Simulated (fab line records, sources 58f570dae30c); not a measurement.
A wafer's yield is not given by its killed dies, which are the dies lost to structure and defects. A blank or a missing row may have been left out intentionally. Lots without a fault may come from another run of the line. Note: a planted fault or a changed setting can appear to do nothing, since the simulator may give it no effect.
Check for tools in common | flow berkeleyCmos170 | 15 lots, 45 wafers sampled

## THE REASON FOR OPENING IT
At UCB170_PFIELD_TW_MEAS_09 the reading PFIELD_TW is flagged on 3 of 15 lots. No-fault wafers: 601, standard deviation 6.7.
Rule: a lot is flagged in two cases, either no wafer of it has a number, or all its wafers with numbers fall more than 4 standard deviations from that mean. The other lots count as sound.

lot  | measured    | on           | PFIELD_TW, wafer by wafer | flag
L472 | day 4 22:38 | filmMetro-02 | 595 599 603               | 
L475 | day 5 08:07 | filmMetro-01 | 743 740 743               | FLAGGED
L473 | day 5 08:20 | filmMetro-03 | 605 605 602               | 
L474 | day 5 08:49 | filmMetro-01 | 742 741 743               | FLAGGED
L478 | day 6 10:26 | filmMetro-03 | 608 604 605               | 
L477 | day 6 10:37 | filmMetro-01 | 595 593 594               | 
L479 | day 6 12:17 | filmMetro-03 | 759 757 754               | FLAGGED
L486 | day 7 13:17 | filmMetro-02 | 597 595 593               | 
L488 | day 8 05:42 | filmMetro-02 | 598 598 599               | 
L487 | day 8 06:07 | filmMetro-03 | 602 603 604               | 
L489 | day 8 16:31 | filmMetro-02 | 597 597 599               | 
L493 | day 8 23:52 | filmMetro-03 | 604 607 604               | 
L490 | day 9 00:55 | filmMetro-01 | 593 595 595               | 
L494 | day 9 01:02 | filmMetro-01 | 594 595 596               | 
L495 | day 9 18:05 | filmMetro-03 | 610 607 605               | 
On average the flagged lots' numbers are 747, which is +146 against the usual, or +22 standard deviations.

## TOOL THAT RAN EACH LOT
The record keeps 1 process step preceding the reading, out of 331 steps on the route. Each cell gives the tool, then ch followed by the chambers the sampled wafers passed through, then the start.
lot  | flag    | UCB170_PFIELD_IMPLANT_07
L472 |         | implanter-02 ch 0, day 4 22:24
L475 | FLAGGED | implanter-04 ch 0, day 5 07:35
L473 |         | implanter-03 ch 0, day 5 08:06
L474 | FLAGGED | implanter-02 ch 0, day 5 08:16
L478 |         | implanter-03 ch 0, day 6 10:11
L477 |         | implanter-04 ch 0, day 6 10:23
L479 | FLAGGED | implanter-02 ch 0, day 6 11:44
L486 |         | implanter-02 ch 0, day 7 13:02
L488 |         | implanter-03 ch 0, day 8 05:29
L487 |         | implanter-02 ch 0, day 8 05:52
L489 |         | implanter-03 ch 0, day 8 16:16
L493 |         | implanter-02 ch 0, day 8 23:37
L490 |         | implanter-04 ch 0, day 9 00:40
L494 |         | implanter-03 ch 0, day 9 00:47
L495 |         | implanter-03 ch 0, day 9 17:51
What these steps do:
- UCB170_PFIELD_IMPLANT_07
- UCB170_PFIELD_TW_MEAS_09

## FLAGGED AGAINST TOTAL, ONE TOOL AT A TIME (gauges that did the reading follow at the end)
step                     | tool         | lots run | flagged | share of the flagged lots | sound lots run after its first flagged lot
UCB170_PFIELD_IMPLANT_07 | implanter-02 | 6        | 2       | some                      | 3 (L486,L487,L493)
UCB170_PFIELD_IMPLANT_07 | implanter-03 | 6        | 0       | none                      | -
UCB170_PFIELD_IMPLANT_07 | implanter-04 | 3        | 1       | some                      | 2 (L477,L490)
UCB170_PFIELD_TW_MEAS_09 | filmMetro-01 | 5        | 2       | some                      | 3 (L477,L490,L494)
UCB170_PFIELD_TW_MEAS_09 | filmMetro-02 | 4        | 0       | none                      | -
UCB170_PFIELD_TW_MEAS_09 | filmMetro-03 | 6        | 1       | some                      | 3 (L487,L493,L495)

## THE TABLE: WHAT IT ALLOWS
No row of the table ran every flagged lot.

## WHAT THE SIMULATOR HAD INSERTED
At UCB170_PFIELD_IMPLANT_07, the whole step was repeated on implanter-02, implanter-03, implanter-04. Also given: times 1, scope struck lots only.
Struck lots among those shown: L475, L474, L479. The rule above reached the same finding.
